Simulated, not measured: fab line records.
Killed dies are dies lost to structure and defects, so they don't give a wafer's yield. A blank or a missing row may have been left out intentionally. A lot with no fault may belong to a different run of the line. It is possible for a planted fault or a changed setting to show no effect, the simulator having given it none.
Struck lot and sound lot, side by side	flow rit cmos	44 out of 202 route steps
Sound: wafers L671.3, L671.5, L671.6. Struck: wafer L674.2. (L674.1, L674.6 of the same lot were not struck and are left out.) The cause comes at the end.
Per side, at each step with rows, come the tool, then ch with its chambers, and then its first start. Under that, the readings that differ: sound wafers	struck wafers	difference of the means	sigmas: that difference in standard deviations of wafers without a fault.
alike: readings with means less than 2 such deviations apart, plus words and numbers identical on both sides. not compared: withheld readings, readings lacking a value on some wafer, bounds such as >300 that could conceal the same value, and numbers that have no deviation in the record and whose values overlap.
A row with sigmas, a row that says differs or no value, or rows on one side alone: a step with any of these is where the two part. When numbers do not overlap yet have no deviation, they are printed without sigmas and do not part them. A reading missing from all wafers of one side parts the sides only when that side holds two or more wafers.

first, 2 steps without rows for these wafers: RIT_PLDD_PEB_04; RIT_PLDD_DEVELOP_05 (develop time 50 s).
RIT_PLDD_OVL_MEAS_06:
  sound on overlay-02 at day 4 23:47; struck on overlay-01 at day 5 12:24
  alike: PLDD_OVL
then, 2 steps without rows for these wafers: RIT_PLDD_HARDBAKE_07 (time 60 s); RIT_PLDD_IMPLANT_08.
RIT_PLDD_STRIP_09: strips in O2, time 180 s.
  sound on plasma asher-03 ch 0,1, day 5 00:10; struck on plasma asher-02 ch 0, day 5 12:44
reading	sound	struck	difference	sigmas
drypump motor current A (A)	5.8 5.3 5.8	6.3	+0.7	+2
rf hours counter h (h)	- - -	48	no value on the sound wafers	
RIT_PLDD_TW_MEAS_10:
  sound on film metro-02 at day 5 00:19; struck on film metro-01 at day 5 12:55
  alike: PLDD_TW
then, 4 steps without rows for these wafers: RIT_SPACER_CLEAN_00 (cleans in SC1, time 600 s); RIT_SPACER_CLEAN_01 (cleans in dHF, time 30 s); RIT_SPACER_CLEAN_02 (cleans in SC2, time 600 s); RIT_SPACER_CVD_03 (deposits Si3N4 from SiH2Cl2/NH3, target thk 250 nm, time 3300 s).
RIT_SPACER_THK_MEAS_04:
  sound on film metro-04 at day 5 02:39; struck on film metro-04 at day 5 15:15
  alike: SPACER_NITRIDE_THK
RIT_SPACER_ETCHBACK_05: etches Si3N4 in SF6/CHF3, stops on SiO2, target depth 250 nm, time 240 s.
  sound on rie diel-01 ch 0,1,2, day 5 02:41; struck on rie diel-04 ch 3, day 5 15:19
reading	sound	struck	difference	sigmas
oes product au (a.u.)	0.819 0.834 0.824	0.863	+0.037	+3
rf fwd power W (W)	249.7 249.6 249.0	289.4	+40.0	+55
model.poly-Si_of_GATE_CVD_08.thk nm (nm)	164.5 164.2 168.3	158.5	-7.2	
model.Si3N4_of_SPACER_CVD_03.thk nm (nm)	193.8 193.4 194.3	192	-2	
  alike: CHF3_flow_sccm, drypump motor current A, throttle valve pct
  not compared: rf hours counter h
then, 6 steps without rows for these wafers: RIT_NSD_HMDS_00 (prime time 60 s); RIT_NSD_COAT_01 (resist thk 1000 nm); RIT_NSD_SOFTBAKE_02 (time 60 s); RIT_NSD_EXPOSE_03 (exposes mask M9, target cd 40700 nm); RIT_NSD_PEB_04; RIT_NSD_DEVELOP_05 (develop time 50 s).
RIT_NSD_OVL_MEAS_06:
  sound on overlay-01 at day 5 03:47; struck on overlay-01 at day 5 16:26
  alike: NSD_OVL
then, 2 steps without rows for these wafers: RIT_NSD_HARDBAKE_07 (time 60 s); RIT_NSD_IMPLANT_08.
RIT_NSD_STRIP_09: strips in O2, time 180 s.
  sound on plasma asher-03 ch 0,1, day 5 04:10; struck on plasma asher-03 ch 1, day 5 17:02
reading	sound	struck	difference	sigmas
rf hours counter h (h)	- - -	50	no value on the sound wafers	
  alike: drypump motor current A
RIT_NSD_TW_MEAS_10:
  sound on film metro-01 at day 5 04:18; struck on film metro-02 at day 5 17:12
  alike: NSD_TW
then, 6 steps without rows for these wafers: RIT_PSD_HMDS_00 (prime time 60 s); RIT_PSD_COAT_01 (resist thk 1000 nm); RIT_PSD_SOFTBAKE_02 (time 60 s); RIT_PSD_EXPOSE_03 (exposes mask M10, target cd 40900 nm); RIT_PSD_PEB_04; RIT_PSD_DEVELOP_05 (develop time 50 s).
RIT_PSD_OVL_MEAS_06:
  sound on overlay-02 at day 5 05:12; struck on overlay-01 at day 5 18:14
  alike: PSD_OVL
then, 2 steps without rows for these wafers: RIT_PSD_HARDBAKE_07 (time 60 s); RIT_PSD_IMPLANT_08.
RIT_PSD_STRIP_09: strips in O2, time 180 s.
  sound on plasma asher-01 ch 0,1, day 5 05:35; struck on plasma asher-01 ch 1, day 5 18:34
reading	sound	struck	difference	sigmas
rf hours counter h (h)	- - -	33	no value on the sound wafers	
  alike: drypump motor current A
RIT_PSD_TW_MEAS_10:
  sound on film metro-02 at day 5 05:43; struck on film metro-01 at day 5 18:45
  alike: PSD_TW
then, 2 steps without rows for these wafers: RIT_SDANNEAL_CLEAN_00 (cleans in SC1, time 600 s); RIT_SDANNEAL_CLEAN_01 (cleans in dHF, time 30 s).
RIT_SDANNEAL_CLEAN_02: cleans in SC2, time 600 s.
  sound on wet bench-03 ch 0, day 5 05:58; struck on wet bench-03 ch 3, day 5 19:00
reading	sound	struck	difference	sigmas
model.poly-Si_of_GATE_CVD_08.thk nm (nm)	160.1 159.8 163.9	154.2	-7.1	
RIT_SDANNEAL_RTA_03: time 5 s.
  sound on rtp anneal-02 ch 0, day 5 06:09; struck on rtp anneal-01 ch 0, day 5 19:11
  alike: wafer_temp_C_max
RIT_SDANNEAL_RS_MEAS_04: a four-point-probe measurement.
  sound on film metro-01 at day 5 06:14; struck on film metro-01 at day 5 19:14
  alike: PSD_RS
RIT_SDANNEAL_RS_MEAS_05: a four-point-probe measurement.
  sound on film metro-01 at day 5 06:21; struck on film metro-01 at day 5 19:22
  alike: NSD_RS
RIT_SDANNEAL_RS_MEAS_06: a four-point-probe measurement.
  sound on film metro-01 at day 5 06:28; struck on film metro-01 at day 5 19:29
  alike: PLDD_RS
RIT_SILICIDE_WET_ETCH_00: etches SiO2 in BOE, target depth 14 nm, time 15 s.
  sound on wet bench-02 ch 1, day 5 06:40; struck on wet bench-02 ch 3, day 5 19:43
reading	sound	struck	difference	sigmas
model.Si3N4_of_SPACER_CVD_03.thk nm (nm)	192.6 192.3 193.2	190.8	-1.9	
RIT_M1_PROBE_99:
  sound on prober-01 at day 5 13:32; struck on prober-02 at day 6 02:48
reading	sound	struck	difference	sigmas
model.etest.pmos_0p15.r on ohm um	2600 2619 2554	2886	+295	
model.etest.nmos_0p15.r on ohm um	1123 1137 1103	1235	+114	
model.etest.nmos_0p3.r on ohm um	2137 2154 2112	2203	+69	
model.etest.nplus sal.width nm (nm)	3449 3448 3452	3495	+45	
model.etest.pplus sal.width nm (nm)	3432 3469 3457	3479	+26	
model.etest.pwell pinched.rs ohm sq	458.3 463.5 456.4	475.9	+16.5	
model.etest.nwell pinched.rs ohm sq	339.9 339.6 338.4	354.2	+14.9	
model.etest.ppoly line.rs ohm sq	16.43 16.52 16.39	16.54	+0.09	
  alike: killed at front end, killed dies, killed open, killed short

## WHERE THEY PART
At RIT_PLDD_STRIP_09 first; at RIT_PSD_STRIP_09 last (within this record only). Later steps at which nothing parts them and some readings are alike: RIT_PSD_TW_MEAS_10, RIT_SDANNEAL_RTA_03, RIT_SDANNEAL_RS_MEAS_04, RIT_SDANNEAL_RS_MEAS_05, RIT_SDANNEAL_RS_MEAS_06, RIT_M1_PROBE_99.

WHY: the cause the simulator had injected
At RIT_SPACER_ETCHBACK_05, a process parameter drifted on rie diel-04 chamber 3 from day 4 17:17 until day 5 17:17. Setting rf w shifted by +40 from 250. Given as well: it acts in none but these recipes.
